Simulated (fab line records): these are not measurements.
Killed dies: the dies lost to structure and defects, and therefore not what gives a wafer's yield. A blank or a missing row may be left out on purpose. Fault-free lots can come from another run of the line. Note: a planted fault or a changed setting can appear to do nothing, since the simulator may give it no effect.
Shared-tool check + flow rit cmos + 42 wafers sampled across 14 lots

## REASON IT WAS OPENED
RIT_WELLDRIVE_RS_MEAS_01, reading NWELL_RS: flagged on 2 of 14 lots. Wafers without a fault read 275.3 ohm/sq, standard deviation 0.85.
Rule: flag the lot when none of its wafers has a number, or when each of its wafers that has one lies beyond 4 standard deviations from that mean. As for the other lots, they are considered sound.

| lot  | measured    | on            | NWELL_RS (ohm/sq), wafer by wafer | flag    |
|------|-------------|---------------|-----------------------------------|---------|
| L926 | day 2 05:40 | film metro-04 | 275.7 276.3 276.2                 |         |
| L928 | day 2 13:55 | film metro-02 | 274.3 275.8 275.2                 |         |
| L929 | day 2 18:58 | film metro-04 | 275.0 275.7 275.4                 |         |
| L930 | day 3 01:01 | film metro-02 | 274.6 274.6 275.1                 |         |
| L931 | day 3 06:06 | film metro-02 | 275.3 275.8 275.9                 |         |
| L932 | day 3 12:30 | film metro-02 | 275.4 275.6 275.9                 |         |
| L933 | day 3 16:44 | film metro-01 | 275.9 275.3 276.3                 |         |
| L934 | day 3 20:16 | film metro-01 | 274.3 274.1 274.5                 |         |
| L935 | day 4 01:21 | film metro-04 | 275.8 274.3 275.6                 |         |
| L936 | day 4 06:04 | film metro-01 | 275.0 274.6 274.9                 |         |
| L937 | day 4 12:11 | film metro-01 | 262.0 261.5 262.4                 | FLAGGED |
| L939 | day 4 22:08 | film metro-02 | 275.2 275.1 275.5                 |         |
| L940 | day 5 01:47 | film metro-02 | 260.3 259.8 259.9                 | FLAGGED |
| L949 | day 7 01:33 | film metro-02 | 276.1 276.3 276.4                 |         |
The numbers of the flagged lots are 261.0 ohm/sq on average: -14.3 ohm/sq against the usual, or -17 standard deviations.

## EACH LOT AND THE TOOL IT RAN ON
The record holds 1 process step before the reading, out of a route of 202 steps. In each cell: the tool, then ch and the chambers that the sampled wafers went through, then the start.
| lot  | flag    | RIT_WELLDRIVE_ANNEAL_00      |
|------|---------|------------------------------|
| L926 |         | furnace-02 ch 0, day 2 00:34 |
| L928 |         | furnace-03 ch 0, day 2 08:48 |
| L929 |         | furnace-03 ch 0, day 2 13:53 |
| L930 |         | furnace-04 ch 0, day 2 19:56 |
| L931 |         | furnace-04 ch 0, day 3 01:01 |
| L932 |         | furnace-04 ch 0, day 3 07:25 |
| L933 |         | furnace-02 ch 0, day 3 11:39 |
| L934 |         | furnace-04 ch 0, day 3 15:11 |
| L935 |         | furnace-04 ch 0, day 3 20:16 |
| L936 |         | furnace-03 ch 0, day 4 00:59 |
| L937 | FLAGGED | furnace-04 ch 0, day 4 07:02 |
| L939 |         | furnace-02 ch 0, day 4 17:01 |
| L940 | FLAGGED | furnace-04 ch 0, day 4 20:40 |
| L949 |         | furnace-02 ch 0, day 6 20:28 |
These steps, and what they do:
- RIT_WELLDRIVE_ANNEAL_00: time 14700 s.
- RIT_WELLDRIVE_RS_MEAS_01: measures by four-point-probe.

## FLAGGED AGAINST TOTAL, ONE TOOL AT A TIME (gauges that did the reading follow at the end)
| step                     | tool          | lots run | flagged | share of the flagged lots | sound lots run after its first flagged lot |
|--------------------------|---------------|----------|---------|---------------------------|--------------------------------------------|
| RIT_WELLDRIVE_ANNEAL_00  | furnace-02    | 4        | 0       | none                      | -                                          |
| RIT_WELLDRIVE_ANNEAL_00  | furnace-03    | 3        | 0       | none                      | -                                          |
| RIT_WELLDRIVE_ANNEAL_00  | furnace-04    | 7        | 2       | all                       | 0                                          |
| RIT_WELLDRIVE_RS_MEAS_01 | film metro-01 | 4        | 1       | some                      | 0                                          |
| RIT_WELLDRIVE_RS_MEAS_01 | film metro-02 | 7        | 1       | some                      | 1 (L949)                                   |
| RIT_WELLDRIVE_RS_MEAS_01 | film metro-04 | 3        | 0       | none                      | -                                          |

## WHAT THE TABLE ALLOWS
In the table, 1 row covers all flagged lots: furnace-04 at RIT_WELLDRIVE_ANNEAL_00.
- furnace-04 at RIT_WELLDRIVE_ANNEAL_00: 2 of its 7 lots flagged. Last sound lot L935 at day 3 20:16, first flagged lot L937 at day 4 07:02; a fault beginning in between fits. Its own readings lie more than 4 standard deviations out on every wafer of the flagged lots: run length s.
Left over: one tool, furnace-04 at RIT_WELLDRIVE_ANNEAL_00.

## WHAT THE SIMULATOR HAD PUT IN
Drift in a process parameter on furnace-04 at RIT_WELLDRIVE_ANNEAL_00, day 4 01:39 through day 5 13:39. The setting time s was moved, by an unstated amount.
Lots struck among those shown: L937, L940. The rule given above showed the same thing.
